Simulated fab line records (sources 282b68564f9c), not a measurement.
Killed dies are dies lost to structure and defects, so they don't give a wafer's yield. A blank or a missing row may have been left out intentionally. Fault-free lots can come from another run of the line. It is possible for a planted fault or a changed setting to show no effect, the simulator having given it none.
Which tool is to blame? / flow rit-cmos / Sampling: 14 lots, 42 wafers, 5 of 202 route steps

## WHAT EACH GAUGE READ, for each wafer
RIT_ACTIVE_BOW_MEAS_00.
lot=L302; measured=day 1 15:00; on=film-metro-02; INCOMING_BOW (um)=-14 3 1
lot=L303; measured=day 1 20:02; on=film-metro-04; INCOMING_BOW (um)=1 -1 4
lot=L304; measured=day 2 01:02; on=film-metro-04; INCOMING_BOW (um)=4 2 3
lot=L306; measured=day 2 11:02; on=film-metro-01; INCOMING_BOW (um)=-1 14 12
lot=L307; measured=day 2 16:01; on=film-metro-04; INCOMING_BOW (um)=6 -4 2
lot=L309; measured=day 3 02:00; on=film-metro-02; INCOMING_BOW (um)=3 -13 -1
lot=L311; measured=day 3 12:00; on=film-metro-02; INCOMING_BOW (um)=5 -3 5
lot=L312; measured=day 3 17:00; on=film-metro-02; INCOMING_BOW (um)=1 -6 8
lot=L314; measured=day 4 03:00; on=film-metro-02; INCOMING_BOW (um)=10 3 -4
lot=L316; measured=day 4 13:01; on=film-metro-02; INCOMING_BOW (um)=-11 17 -3
lot=L317; measured=day 4 18:00; on=film-metro-01; INCOMING_BOW (um)=-9 6 6
lot=L318; measured=day 4 23:00; on=film-metro-04; INCOMING_BOW (um)=-8 -4 5
lot=L319; measured=day 5 04:01; on=film-metro-02; INCOMING_BOW (um)=-21 -9 0
lot=L321; measured=day 5 14:00; on=film-metro-02; INCOMING_BOW (um)=10 1 -5

RIT_ACTIVE_THK_MEAS_02.
lot=L302; measured=day 1 17:21; on=film-metro-02; ACTIVE_OXIDE_THK (nm)=46.2 46.7 46.0
lot=L303; measured=day 1 23:19; on=film-metro-01; ACTIVE_OXIDE_THK (nm)=46.2 46.4 46.5
lot=L304; measured=day 2 03:17; on=film-metro-01; ACTIVE_OXIDE_THK (nm)=46.4 46.6 46.4
lot=L306; measured=day 2 14:08; on=film-metro-01; ACTIVE_OXIDE_THK (nm)=45.8 46.2 45.7
lot=L307; measured=day 2 18:04; on=film-metro-02; ACTIVE_OXIDE_THK (nm)=45.5 46.1 44.9
lot=L309; measured=day 3 04:03; on=film-metro-01; ACTIVE_OXIDE_THK (nm)=47.0 47.9 47.1
lot=L311; measured=day 3 14:03; on=film-metro-02; ACTIVE_OXIDE_THK (nm)=47.5 47.1 46.8
lot=L312; measured=day 3 19:21; on=film-metro-01; ACTIVE_OXIDE_THK (nm)=45.4 45.5 45.0
lot=L314; measured=day 4 05:20; on=film-metro-02; ACTIVE_OXIDE_THK (nm)=46.4 46.3 46.6
lot=L316; measured=day 4 15:19; on=film-metro-04; ACTIVE_OXIDE_THK (nm)=46.6 45.8 46.4
lot=L317; measured=day 4 20:17; on=film-metro-04; ACTIVE_OXIDE_THK (nm)=40.7 41.3 41.1
lot=L318; measured=day 5 01:03; on=film-metro-02; ACTIVE_OXIDE_THK (nm)=47.2 46.9 47.3
lot=L319; measured=day 5 06:04; on=film-metro-04; ACTIVE_OXIDE_THK (nm)=39.8 40.1 39.7
lot=L321; measured=day 5 20:45; on=film-metro-02; ACTIVE_OXIDE_THK (nm)=47.8 47.6 48.0

RIT_FOX2_THK_MEAS_91.
lot=L302; measured=day 2 16:27; on=film-metro-02; FIELD_OXIDE_LEFT_2_THK (nm)=266 275 258
lot=L303; measured=day 2 21:29; on=film-metro-02; FIELD_OXIDE_LEFT_2_THK (nm)=249 255 249
lot=L304; measured=day 3 00:26; on=film-metro-03; FIELD_OXIDE_LEFT_2_THK (nm)=254 245 251
lot=L306; measured=day 3 10:43; on=film-metro-03; FIELD_OXIDE_LEFT_2_THK (nm)=254 251 247
lot=L307; measured=day 3 15:50; on=film-metro-02; FIELD_OXIDE_LEFT_2_THK (nm)=262 251 261
lot=L309; measured=day 4 04:18; on=film-metro-03; FIELD_OXIDE_LEFT_2_THK (nm)=246 243 242
lot=L311; measured=day 4 12:13; on=film-metro-03; FIELD_OXIDE_LEFT_2_THK (nm)=250 250 248
lot=L312; measured=day 4 17:23; on=film-metro-03; FIELD_OXIDE_LEFT_2_THK (nm)=258 255 255
lot=L314; measured=day 5 01:09; on=film-metro-04; FIELD_OXIDE_LEFT_2_THK (nm)=261 263 260
lot=L316; measured=day 5 13:02; on=film-metro-04; FIELD_OXIDE_LEFT_2_THK (nm)=260 268 262
lot=L317; measured=day 5 17:54; on=film-metro-03; FIELD_OXIDE_LEFT_2_THK (nm)=252 258 253
lot=L318; measured=day 5 23:16; on=film-metro-03; FIELD_OXIDE_LEFT_2_THK (nm)=259 264 265
lot=L319; measured=day 6 06:07; on=film-metro-02; FIELD_OXIDE_LEFT_2_THK (nm)=251 250 250
lot=L321; measured=day 6 20:33; on=film-metro-02; FIELD_OXIDE_LEFT_2_THK (nm)=258 255 258

## EACH LOT AND THE TOOL THAT RAN IT (in order: tool; ch and the chambers of the sampled wafers; start)
lot=L302; RIT_ACTIVE_OXIDATION_01=furnace-04 ch 0, day 1 15:25; RIT_ACTIVE_STRIP_14=plasma-asher-04 ch 0,1, day 1 20:09
lot=L303; RIT_ACTIVE_OXIDATION_01=furnace-01 ch 0, day 1 21:22; RIT_ACTIVE_STRIP_14=plasma-asher-03 ch 0,1, day 2 02:17
lot=L304; RIT_ACTIVE_OXIDATION_01=furnace-04 ch 0, day 2 01:20; RIT_ACTIVE_STRIP_14=plasma-asher-03 ch 0,1, day 2 06:57
lot=L306; RIT_ACTIVE_OXIDATION_01=furnace-01 ch 0, day 2 12:11; RIT_ACTIVE_STRIP_14=plasma-asher-03 ch 0,1, day 2 17:05
lot=L307; RIT_ACTIVE_OXIDATION_01=furnace-03 ch 0, day 2 16:07; RIT_ACTIVE_STRIP_14=plasma-asher-04 ch 0,1, day 2 20:50
lot=L309; RIT_ACTIVE_OXIDATION_01=furnace-03 ch 0, day 3 02:07; RIT_ACTIVE_STRIP_14=plasma-asher-03 ch 0,1, day 3 06:50
lot=L311; RIT_ACTIVE_OXIDATION_01=furnace-03 ch 0, day 3 12:07; RIT_ACTIVE_STRIP_14=plasma-asher-01 ch 0,1, day 3 18:45
lot=L312; RIT_ACTIVE_OXIDATION_01=furnace-03 ch 0, day 3 17:25; RIT_ACTIVE_STRIP_14=plasma-asher-01 ch 1, day 3 23:44
lot=L314; RIT_ACTIVE_OXIDATION_01=furnace-01 ch 0, day 4 03:25; RIT_ACTIVE_STRIP_14=plasma-asher-04 ch 0, day 4 08:16
lot=L316; RIT_ACTIVE_OXIDATION_01=furnace-04 ch 0, day 4 13:22; RIT_ACTIVE_STRIP_14=plasma-asher-04 ch 0,1, day 4 18:05
lot=L317; RIT_ACTIVE_OXIDATION_01=furnace-04 ch 0, day 4 18:22; RIT_ACTIVE_STRIP_14=plasma-asher-04 ch 0,1, day 4 23:27
lot=L318; RIT_ACTIVE_OXIDATION_01=furnace-01 ch 0, day 4 23:07; RIT_ACTIVE_STRIP_14=plasma-asher-04 ch 0,1, day 5 03:50
lot=L319; RIT_ACTIVE_OXIDATION_01=furnace-04 ch 0, day 5 04:07; RIT_ACTIVE_STRIP_14=plasma-asher-03 ch 0,1, day 5 08:50
lot=L321; RIT_ACTIVE_OXIDATION_01=furnace-01 ch 0, day 5 18:49; RIT_ACTIVE_STRIP_14=plasma-asher-04 ch 0,1, day 5 23:40
- RIT_ACTIVE_OXIDATION_01: target thk 46.8 nm, ox time 3360 s.
- RIT_ACTIVE_STRIP_14: strips in O2, time 180 s.

## WHAT THE TOOLS THEMSELVES READ (means of the sampled wafers that have a number; where no wafer has one, the mark that the record gives instead)
RIT_ACTIVE_OXIDATION_01.
lot=L302; tool=furnace-04; spike-tc-centre-C (C)=1001.6; spike-tc-load-C (C)=1027; spike-tc-source-C (C)=1021.3; tube-center-temp-C (C)=1000; tube_center_temp_C_max=1002.7
lot=L303; tool=furnace-01; spike-tc-centre-C (C)=1003.5; spike-tc-load-C (C)=1024; spike-tc-source-C (C)=1025.0; tube-center-temp-C (C)=1000; tube_center_temp_C_max=1002.5
lot=L304; tool=furnace-04; spike-tc-centre-C (C)=1002.2; spike-tc-load-C (C)=1027; spike-tc-source-C (C)=1023.3; tube-center-temp-C (C)=1000; tube_center_temp_C_max=1002.6
lot=L306; tool=furnace-01; spike-tc-centre-C (C)=1003.1; spike-tc-load-C (C)=1026; spike-tc-source-C (C)=1023.5; tube-center-temp-C (C)=1000; tube_center_temp_C_max=1002.3
lot=L307; tool=furnace-03; spike-tc-centre-C (C)=1001.3; spike-tc-load-C (C)=1036; spike-tc-source-C (C)=1022.4; tube-center-temp-C (C)=1000; tube_center_temp_C_max=1002.6
lot=L309; tool=furnace-03; spike-tc-centre-C (C)=999.8; spike-tc-load-C (C)=1036; spike-tc-source-C (C)=1023.7; tube-center-temp-C (C)=1000; tube_center_temp_C_max=1002.2
lot=L311; tool=furnace-03; spike-tc-centre-C (C)=999.5; spike-tc-load-C (C)=1037; spike-tc-source-C (C)=1022.5; tube-center-temp-C (C)=1000; tube_center_temp_C_max=1002.9
lot=L312; tool=furnace-03; spike-tc-centre-C (C)=999.8; spike-tc-load-C (C)=1037; spike-tc-source-C (C)=1022.8; tube-center-temp-C (C)=1000; tube_center_temp_C_max=1002.6
lot=L314; tool=furnace-01; spike-tc-centre-C (C)=1003.4; spike-tc-load-C (C)=1026; spike-tc-source-C (C)=1025.1; tube-center-temp-C (C)=1000; tube_center_temp_C_max=1002.4
lot=L316; tool=furnace-04; spike-tc-centre-C (C)=1001.5; spike-tc-load-C (C)=1027; spike-tc-source-C (C)=1022.5; tube-center-temp-C (C)=1000; tube_center_temp_C_max=1002.1
lot=L317; tool=furnace-04; spike-tc-centre-C (C)=989.8; spike-tc-load-C (C)=1015; spike-tc-source-C (C)=1010.6; tube-center-temp-C (C)=988; tube_center_temp_C_max=990.4
lot=L318; tool=furnace-01; spike-tc-centre-C (C)=1003.5; spike-tc-load-C (C)=1024; spike-tc-source-C (C)=1024.2; tube-center-temp-C (C)=1000; tube_center_temp_C_max=1002.5
lot=L319; tool=furnace-04; spike-tc-centre-C (C)=990.5; spike-tc-load-C (C)=1014; spike-tc-source-C (C)=1009.5; tube-center-temp-C (C)=988; tube_center_temp_C_max=991.1
lot=L321; tool=furnace-01; spike-tc-centre-C (C)=1004.0; spike-tc-load-C (C)=1024; spike-tc-source-C (C)=1024.0; tube-center-temp-C (C)=1000; tube_center_temp_C_max=1002.4

RIT_ACTIVE_STRIP_14.
lot=L302; tool=plasma-asher-04; drypump-motor-current-A (A)=6.26
lot=L303; tool=plasma-asher-03; drypump-motor-current-A (A)=6.03
lot=L304; tool=plasma-asher-03; drypump-motor-current-A (A)=6.10
lot=L306; tool=plasma-asher-03; drypump-motor-current-A (A)=6.03
lot=L307; tool=plasma-asher-04; drypump-motor-current-A (A)=6.16
lot=L309; tool=plasma-asher-03; drypump-motor-current-A (A)=6.07
lot=L311; tool=plasma-asher-01; drypump-motor-current-A (A)=5.68
lot=L312; tool=plasma-asher-01; drypump-motor-current-A (A)=5.66
lot=L314; tool=plasma-asher-04; drypump-motor-current-A (A)=6.04
lot=L316; tool=plasma-asher-04; drypump-motor-current-A (A)=6.15
lot=L317; tool=plasma-asher-04; drypump-motor-current-A (A)=6.29
lot=L318; tool=plasma-asher-04; drypump-motor-current-A (A)=6.30
lot=L319; tool=plasma-asher-03; drypump-motor-current-A (A)=6.01
lot=L321; tool=plasma-asher-04; drypump-motor-current-A (A)=6.17

## THE ANSWER, worked out from the rows above alone
Rule: the usual values come from the lots themselves. Put in order of their means at a reading, lots are off if they are a third of the lots or fewer, leave a main group of 4 or more, and stand apart from it by a gap of 3 or more times the standard deviation of the main group's means; of several such gaps the widest counts. A main group whose means are all the same, to the digits that the tables above print for the reading, isn't used. Also off: a lot with no number at a reading for which 4 or more lots have one. Where the step has rows for the other lots, those lots are counted as sound. After the gauges, taken in route order, come the tools' own readings; for these a lot's mean is taken, as printed above. The first step at which some lot is off is used, and at that step the reading that is off furthest; a lot without a number counts as furthest.
Off: L317, L319, at RIT_ACTIVE_THK_MEAS_02 (ACTIVE_OXIDE_THK). The main group: mean 46.5 nm, standard deviation 0.71.
If a tool, at a process step before that reading, ran all the lots that are off and no sound lot after the first of them, it fits. Not tried: the gauges at RIT_ACTIVE_THK_MEAS_02; whatever is off there is also off at RIT_ACTIVE_OXIDATION_01, on other tools, and gauge error can't account for it. One fits: furnace-04 at RIT_ACTIVE_OXIDATION_01. A fault onset in the window from L316 (day 4 13:22, its last sound lot) to L317 (day 4 18:22, its first lot off) fits.
The tool's own readings at RIT_ACTIVE_OXIDATION_01 bear it out: on the lots that are off they differ by more than 5 times the standard deviation of the sound lots' means. spike-tc-centre-C reads 990.1 C there against 1001.9 C on the sound lots; spike-tc-source-C reads 1010.0 C there against 1023.4 C on the sound lots; tube-center-temp-C reads 988 C there against 1000 C on the sound lots; tube_center_temp_C_max reads 990.8 there against 1002.5 on the sound lots.

## WHAT THE SIMULATOR HAD PUT IN
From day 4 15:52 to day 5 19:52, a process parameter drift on furnace-04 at RIT_ACTIVE_OXIDATION_01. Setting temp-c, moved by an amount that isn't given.
Lots struck among those shown: L317, L319. The rule above found the same.
